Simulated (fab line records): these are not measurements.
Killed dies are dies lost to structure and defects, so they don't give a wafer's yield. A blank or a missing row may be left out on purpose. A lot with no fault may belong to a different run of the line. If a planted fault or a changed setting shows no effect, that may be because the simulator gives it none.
What tool caused it? / flow berkeleyCmos170 / 14 lots with 42 wafers sampled at 6 steps, on a route of 331 steps

WHAT THE GAUGES READ, wafer by wafer
UCB170_NLDD_TW_MEAS_11. Usual: for NLDD_TW the level is 2211 and the standard deviation is 21.
lot=L800; measured=day 7 22:01; on=filmMetro-01; NLDD_TW=2193 2178 2178; flag=
lot=L801; measured=day 7 22:56; on=filmMetro-04; NLDD_TW=2250 2251 2242; flag=
lot=L802; measured=day 7 23:10; on=filmMetro-01; NLDD_TW=2192 2200 2185; flag=
lot=L805; measured=day 8 08:40; on=filmMetro-04; NLDD_TW=2222 2222 2233; flag=
lot=L806; measured=day 8 08:56; on=filmMetro-04; NLDD_TW=2219 2224 2223; flag=
lot=L804; measured=day 8 15:32; on=filmMetro-01; NLDD_TW=2184 2179 2186; flag=
lot=L808; measured=day 8 15:42; on=filmMetro-04; NLDD_TW=2227 2226 2224; flag=
lot=L807; measured=day 8 16:58; on=filmMetro-01; NLDD_TW=2181 2180 2173; flag=
lot=L812; measured=day 9 17:55; on=filmMetro-04; NLDD_TW=2335 2339 2330; flag=OFF
lot=L813; measured=day 9 19:22; on=filmMetro-04; NLDD_TW=2333 2338 2335; flag=OFF
lot=L820; measured=day 11 01:51; on=filmMetro-01; NLDD_TW=2187 2184 2189; flag=
lot=L818; measured=day 11 02:43; on=filmMetro-01; NLDD_TW=2194 2184 2189; flag=
lot=L823; measured=day 11 16:30; on=filmMetro-03; NLDD_TW=2220 2222 2226; flag=
lot=L821; measured=day 11 17:11; on=filmMetro-04; NLDD_TW=2247 2250 2233; flag=

UCB170_PSD_TW_MEAS_10. Usual: for PSD_TW the level is 2330 and the standard deviation is 24.
lot=L800; measured=day 8 05:01; on=filmMetro-03; PSD_TW=2339 2355 2341; flag=
lot=L801; measured=day 8 05:16; on=filmMetro-03; PSD_TW=2356 2345 2341; flag=
lot=L802; measured=day 8 05:17; on=filmMetro-01; PSD_TW=2291 2282 2287; flag=
lot=L805; measured=day 8 15:47; on=filmMetro-03; PSD_TW=2340 2347 2340; flag=
lot=L806; measured=day 8 15:30; on=filmMetro-03; PSD_TW=2344 2351 2358; flag=
lot=L804; measured=day 8 22:34; on=filmMetro-04; PSD_TW=2336 2336 2324; flag=
lot=L808; measured=day 8 22:43; on=filmMetro-04; PSD_TW=2336 2332 2338; flag=
lot=L807; measured=day 8 23:01; on=filmMetro-01; PSD_TW=2286 2283 2292; flag=
lot=L812; measured=day 10 00:35; on=filmMetro-04; PSD_TW=2351 2337 2343; flag=
lot=L813; measured=day 10 01:32; on=filmMetro-04; PSD_TW=2339 2328 2327; flag=
lot=L820; measured=day 11 09:05; on=filmMetro-03; PSD_TW=2333 2340 2354; flag=
lot=L818; measured=day 11 09:44; on=filmMetro-03; PSD_TW=2330 2325 2335; flag=
lot=L823; measured=day 12 00:29; on=filmMetro-04; PSD_TW=2343 2362 2348; flag=
lot=L821; measured=day 12 00:31; on=filmMetro-01; PSD_TW=2290 2293 2281; flag=

UCB170_SDANNEAL_RS_MEAS_05: measures by four-point-probe. Usual: for NLDD_RS the level is 616.2 ohm/sq and the standard deviation is 1.3.
lot=L800; measured=day 8 11:17; on=filmMetro-04; NLDD_RS (ohm/sq)=616.1 617.4 617.2; flag=
lot=L801; measured=day 8 11:37; on=filmMetro-01; NLDD_RS (ohm/sq)=614.9 615.5 615.8; flag=
lot=L802; measured=day 8 12:09; on=filmMetro-04; NLDD_RS (ohm/sq)=616.9 616.5 615.9; flag=
lot=L805; measured=day 8 20:43; on=filmMetro-04; NLDD_RS (ohm/sq)=615.3 615.0 615.0; flag=
lot=L806; measured=day 8 20:33; on=filmMetro-01; NLDD_RS (ohm/sq)=616.0 616.7 612.9; flag=
lot=L804; measured=day 9 03:08; on=filmMetro-01; NLDD_RS (ohm/sq)=616.5 616.5 615.6; flag=
lot=L808; measured=day 9 04:05; on=filmMetro-01; NLDD_RS (ohm/sq)=618.1 616.2 618.0; flag=
lot=L807; measured=day 9 04:44; on=filmMetro-01; NLDD_RS (ohm/sq)=615.3 617.7 616.9; flag=
lot=L812; measured=day 10 05:13; on=filmMetro-01; NLDD_RS (ohm/sq)=576.0 574.4 574.6; flag=OFF
lot=L813; measured=day 10 05:47; on=filmMetro-04; NLDD_RS (ohm/sq)=576.4 576.3 576.1; flag=OFF
lot=L820; measured=day 11 12:16; on=filmMetro-01; NLDD_RS (ohm/sq)=615.6 615.9 614.9; flag=
lot=L818; measured=day 11 13:11; on=filmMetro-03; NLDD_RS (ohm/sq)=615.7 615.4 616.6; flag=
lot=L823; measured=day 12 05:16; on=filmMetro-01; NLDD_RS (ohm/sq)=613.9 616.0 616.6; flag=
lot=L821; measured=day 12 04:44; on=filmMetro-04; NLDD_RS (ohm/sq)=618.3 616.9 615.9; flag=

WHAT TOOL EACH LOT RAN ON (gives the tool, then ch and the chambers of the sampled wafers, and finally the start)
lot=L800; UCB170_GATE_SOFTBAKE_08=lithoTrack-03 ch 0, day 7 17:30 or earlier; UCB170_GATE_STRIP_16=plasmaAsher-04 ch 0,1, day 7 17:30; UCB170_NLDD_IMPLANT_08=implanter-03 ch 0, day 7 21:40
lot=L801; UCB170_GATE_SOFTBAKE_08=lithoTrack-02 ch 0, day 7 17:59 or earlier; UCB170_GATE_STRIP_16=plasmaAsher-04 ch 0, day 7 17:59; UCB170_NLDD_IMPLANT_08=implanter-03 ch 0, day 7 22:33
lot=L802; UCB170_GATE_SOFTBAKE_08=lithoTrack-03 ch 0, day 7 18:15 or earlier; UCB170_GATE_STRIP_16=plasmaAsher-02 ch 0, day 7 18:15; UCB170_NLDD_IMPLANT_08=implanter-02 ch 0, day 7 22:47
lot=L805; UCB170_GATE_SOFTBAKE_08=lithoTrack-03 ch 0, day 8 01:45 or earlier; UCB170_GATE_STRIP_16=plasmaAsher-04 ch 0,1, day 8 01:45; UCB170_NLDD_IMPLANT_08=implanter-03 ch 0, day 8 08:16
lot=L806; UCB170_GATE_SOFTBAKE_08=lithoTrack-04 ch 0, day 8 02:01 or earlier; UCB170_GATE_STRIP_16=plasmaAsher-04 ch 0,1, day 8 02:01; UCB170_NLDD_IMPLANT_08=implanter-04 ch 0, day 8 08:32
lot=L804; UCB170_GATE_SOFTBAKE_08=lithoTrack-02 ch 0, day 8 09:01 or earlier; UCB170_GATE_STRIP_16=plasmaAsher-02 ch 0,1, day 8 09:01; UCB170_NLDD_IMPLANT_08=implanter-04 ch 0, day 8 15:08
lot=L808; UCB170_GATE_SOFTBAKE_08=lithoTrack-04 ch 0, day 8 11:04 or earlier; UCB170_GATE_STRIP_16=plasmaAsher-04 ch 0,1, day 8 11:04; UCB170_NLDD_IMPLANT_08=implanter-03 ch 0, day 8 15:18
lot=L807; UCB170_GATE_SOFTBAKE_08=lithoTrack-04 ch 0, day 8 12:17 or earlier; UCB170_GATE_STRIP_16=plasmaAsher-01 ch 0,1, day 8 12:17; UCB170_NLDD_IMPLANT_08=implanter-04 ch 0, day 8 16:35
lot=L812; UCB170_GATE_SOFTBAKE_08=lithoTrack-04 ch 0, day 9 14:13 or earlier; UCB170_GATE_STRIP_16=plasmaAsher-02 ch 0,1, day 9 14:13; UCB170_NLDD_IMPLANT_08=implanter-03 ch 0, day 9 17:32
lot=L813; UCB170_GATE_SOFTBAKE_08=lithoTrack-04 ch 0, day 9 14:39 or earlier; UCB170_GATE_STRIP_16=plasmaAsher-01 ch 0,1, day 9 14:39; UCB170_NLDD_IMPLANT_08=implanter-03 ch 0, day 9 18:57
lot=L820; UCB170_GATE_SOFTBAKE_08=lithoTrack-03 ch 0, day 10 19:27 or earlier; UCB170_GATE_STRIP_16=plasmaAsher-04 ch 0,1, day 10 19:27; UCB170_NLDD_IMPLANT_08=implanter-04 ch 0, day 11 01:27
lot=L818; UCB170_GATE_SOFTBAKE_08=lithoTrack-04 ch 0, day 10 19:57 or earlier; UCB170_GATE_STRIP_16=plasmaAsher-02 ch 0,1, day 10 19:57; UCB170_NLDD_IMPLANT_08=implanter-04 ch 0, day 11 02:03
lot=L823; UCB170_GATE_SOFTBAKE_08=lithoTrack-03 ch 0, day 11 12:19 or earlier; UCB170_GATE_STRIP_16=plasmaAsher-04 ch 0,1, day 11 12:19; UCB170_NLDD_IMPLANT_08=implanter-04 ch 0, day 11 16:07
lot=L821; UCB170_GATE_SOFTBAKE_08=lithoTrack-04 ch 0, day 11 12:48 or earlier; UCB170_GATE_STRIP_16=plasmaAsher-04 ch 0,1, day 11 12:48; UCB170_NLDD_IMPLANT_08=implanter-02 ch 0, day 11 16:48
- UCB170_GATE_SOFTBAKE_08: time 61.06 s.
- UCB170_GATE_STRIP_16: strips in O2.
- UCB170_NLDD_IMPLANT_08

WHAT THE TOOLS THEMSELVES READ (means of the sampled wafers that have a number; where no wafer has one, the mark that the record gives instead)
UCB170_GATE_SOFTBAKE_08. Usual: chillPlateTempC 22.98 C, standard deviation 0.1; plateSensorTCentreC 131.41 C, standard deviation 0.01; plateSensorTEdgeC 131.53 C, standard deviation 0.01; resistLineTempC 23.00 C, standard deviation 0.12; softbakeTempC 130.00 C, standard deviation 0.12.
lot=L800; tool=lithoTrack-03; chillPlateTempC (C)=22.94; plateSensorTCentreC (C)=131.41; plateSensorTEdgeC (C)=131.53; resistLineTempC (C)=23.19; softbakeTempC (C)=130.03; flag=
lot=L801; tool=lithoTrack-02; chillPlateTempC (C)=23.08; plateSensorTCentreC (C)=131.41; plateSensorTEdgeC (C)=131.53; resistLineTempC (C)=23.11; softbakeTempC (C)=129.95; flag=
lot=L802; tool=lithoTrack-03; chillPlateTempC (C)=23.04; plateSensorTCentreC (C)=131.42; plateSensorTEdgeC (C)=131.53; resistLineTempC (C)=22.94; softbakeTempC (C)=129.97; flag=
lot=L805; tool=lithoTrack-03; chillPlateTempC (C)=23.14; plateSensorTCentreC (C)=131.41; plateSensorTEdgeC (C)=131.53; resistLineTempC (C)=22.93; softbakeTempC (C)=129.98; flag=
lot=L806; tool=lithoTrack-04; chillPlateTempC (C)=23.18; plateSensorTCentreC (C)=131.41; plateSensorTEdgeC (C)=131.53; resistLineTempC (C)=22.97; softbakeTempC (C)=130.19; flag=
lot=L804; tool=lithoTrack-02; chillPlateTempC (C)=23.03; plateSensorTCentreC (C)=131.41; plateSensorTEdgeC (C)=131.53; resistLineTempC (C)=23.03; softbakeTempC (C)=129.81; flag=
lot=L808; tool=lithoTrack-04; chillPlateTempC (C)=22.79; plateSensorTCentreC (C)=131.41; plateSensorTEdgeC (C)=131.54; resistLineTempC (C)=22.96; softbakeTempC (C)=129.93; flag=
lot=L807; tool=lithoTrack-04; chillPlateTempC (C)=22.81; plateSensorTCentreC (C)=131.41; plateSensorTEdgeC (C)=131.53; resistLineTempC (C)=23.04; softbakeTempC (C)=130.03; flag=
lot=L812; tool=lithoTrack-04; chillPlateTempC (C)=22.90; plateSensorTCentreC (C)=131.42; plateSensorTEdgeC (C)=131.54; resistLineTempC (C)=23.21; softbakeTempC (C)=130.15; flag=
lot=L813; tool=lithoTrack-04; chillPlateTempC (C)=22.96; plateSensorTCentreC (C)=131.42; plateSensorTEdgeC (C)=131.53; resistLineTempC (C)=23.09; softbakeTempC (C)=130.15; flag=
lot=L820; tool=lithoTrack-03; chillPlateTempC (C)=23.06; plateSensorTCentreC (C)=131.42; plateSensorTEdgeC (C)=131.53; resistLineTempC (C)=22.93; softbakeTempC (C)=129.92; flag=
lot=L818; tool=lithoTrack-04; chillPlateTempC (C)=22.93; plateSensorTCentreC (C)=131.42; plateSensorTEdgeC (C)=131.53; resistLineTempC (C)=22.78; softbakeTempC (C)=130.09; flag=
lot=L823; tool=lithoTrack-03; chillPlateTempC (C)=22.97; plateSensorTCentreC (C)=131.40; plateSensorTEdgeC (C)=131.55; resistLineTempC (C)=23.03; softbakeTempC (C)=130.04; flag=
lot=L821; tool=lithoTrack-04; chillPlateTempC (C)=22.95; plateSensorTCentreC (C)=131.41; plateSensorTEdgeC (C)=131.52; resistLineTempC (C)=23.11; softbakeTempC (C)=129.89; flag=

UCB170_GATE_STRIP_16. Usual: chamberPressureMTorr 3499.8 mTorr, standard deviation 2.9; drypumpMotorCurrentA 5.9 A, standard deviation 0.35; oesProductAu 0.724 a.u., standard deviation 0.0051.
lot=L800; tool=plasmaAsher-04; chamberPressureMTorr (mTorr)=3496.3; drypumpMotorCurrentA (A)=5.5; oesProductAu (a.u.)=0.726; flag=
lot=L801; tool=plasmaAsher-04; chamberPressureMTorr (mTorr)=3501.3; drypumpMotorCurrentA (A)=5.5; oesProductAu (a.u.)=0.725; flag=
lot=L802; tool=plasmaAsher-02; chamberPressureMTorr (mTorr)=3500.2; drypumpMotorCurrentA (A)=6.2; oesProductAu (a.u.)=0.725; flag=
lot=L805; tool=plasmaAsher-04; chamberPressureMTorr (mTorr)=3501.7; drypumpMotorCurrentA (A)=5.6; oesProductAu (a.u.)=0.724; flag=
lot=L806; tool=plasmaAsher-04; chamberPressureMTorr (mTorr)=3498.3; drypumpMotorCurrentA (A)=5.5; oesProductAu (a.u.)=0.722; flag=
lot=L804; tool=plasmaAsher-02; chamberPressureMTorr (mTorr)=3498.0; drypumpMotorCurrentA (A)=6.2; oesProductAu (a.u.)=0.725; flag=
lot=L808; tool=plasmaAsher-04; chamberPressureMTorr (mTorr)=3501.6; drypumpMotorCurrentA (A)=5.5; oesProductAu (a.u.)=0.722; flag=
lot=L807; tool=plasmaAsher-01; chamberPressureMTorr (mTorr)=3496.9; drypumpMotorCurrentA (A)=6.2; oesProductAu (a.u.)=0.733; flag=
lot=L812; tool=plasmaAsher-02; chamberPressureMTorr (mTorr)=3501.6; drypumpMotorCurrentA (A)=6.3; oesProductAu (a.u.)=0.722; flag=
lot=L813; tool=plasmaAsher-01; chamberPressureMTorr (mTorr)=3498.1; drypumpMotorCurrentA (A)=6.1; oesProductAu (a.u.)=0.727; flag=
lot=L820; tool=plasmaAsher-04; chamberPressureMTorr (mTorr)=3501.5; drypumpMotorCurrentA (A)=5.5; oesProductAu (a.u.)=0.725; flag=
lot=L818; tool=plasmaAsher-02; chamberPressureMTorr (mTorr)=3499.7; drypumpMotorCurrentA (A)=6.2; oesProductAu (a.u.)=0.728; flag=
lot=L823; tool=plasmaAsher-04; chamberPressureMTorr (mTorr)=3498.8; drypumpMotorCurrentA (A)=5.5; oesProductAu (a.u.)=0.721; flag=
lot=L821; tool=plasmaAsher-04; chamberPressureMTorr (mTorr)=3498.1; drypumpMotorCurrentA (A)=5.5; oesProductAu (a.u.)=0.726; flag=

UCB170_NLDD_IMPLANT_08. Usual: beamEnergyKeV reads 29.998 (standard deviation 0.0086).
lot=L800 tool=implanter-03 beamEnergyKeV=29.997 flag=
lot=L801 tool=implanter-03 beamEnergyKeV=29.999 flag=
lot=L802 tool=implanter-02 beamEnergyKeV=30.002 flag=
lot=L805 tool=implanter-03 beamEnergyKeV=30.005 flag=
lot=L806 tool=implanter-04 beamEnergyKeV=29.994 flag=
lot=L804 tool=implanter-04 beamEnergyKeV=29.992 flag=
lot=L808 tool=implanter-03 beamEnergyKeV=29.993 flag=
lot=L807 tool=implanter-04 beamEnergyKeV=29.996 flag=
lot=L812 tool=implanter-03 beamEnergyKeV=40.488 flag=OFF
lot=L813 tool=implanter-03 beamEnergyKeV=40.485 flag=OFF
lot=L820 tool=implanter-04 beamEnergyKeV=30.000 flag=
lot=L818 tool=implanter-04 beamEnergyKeV=29.985 flag=
lot=L823 tool=implanter-04 beamEnergyKeV=29.997 flag=
lot=L821 tool=implanter-02 beamEnergyKeV=30.000 flag=

THE ANSWER, worked out from the rows above alone
Rule: a lot is off if the mean of its wafers that have a number lies more than 3 standard deviations from the usual mean. Also off: a lot with no number at a reading for which 4 or more lots have one. Any other lot the step has rows for is counted as sound. Order of review: gauges by route order, followed by the tools' own readings, for which a lot's mean as printed above is used. At the first step where some lot is off, the reading lying furthest off is the one used; lots without a number count as furthest.
Off: L812, L813, seen at UCB170_NLDD_TW_MEAS_11 (NLDD_TW).
If a tool, at a process step before that reading, ran all the lots that are off and no sound lot after the first of them, it fits. Not tried: the gauges at UCB170_NLDD_TW_MEAS_11; whatever is off there is also off at UCB170_NLDD_IMPLANT_08, on other tools, and gauge error can't account for it. With no start given for some of its lots, UCB170_GATE_SOFTBAKE_08 uses the hours and lot order of UCB170_GATE_STRIP_16. One candidate fits, namely implanter-03 at UCB170_NLDD_IMPLANT_08. Its last sound lot is L808 (day 8 15:18), its first lot that is off L812 (day 9 17:32): a fault that began between those two fits.
The tool's own readings at UCB170_NLDD_IMPLANT_08 bear it out: on the lots that are off they differ by more than 5 times the standard deviation of the sound lots' means. beamEnergyKeV reads 40.486 there against 29.997 on the sound lots.

WHAT HAD BEEN PUT IN BY THE SIMULATOR
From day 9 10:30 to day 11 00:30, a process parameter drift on implanter-03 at UCB170_NLDD_IMPLANT_08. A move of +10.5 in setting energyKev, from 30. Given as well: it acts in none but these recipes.
Lots struck among those shown: L812, L813. This agrees with what the rule above found.
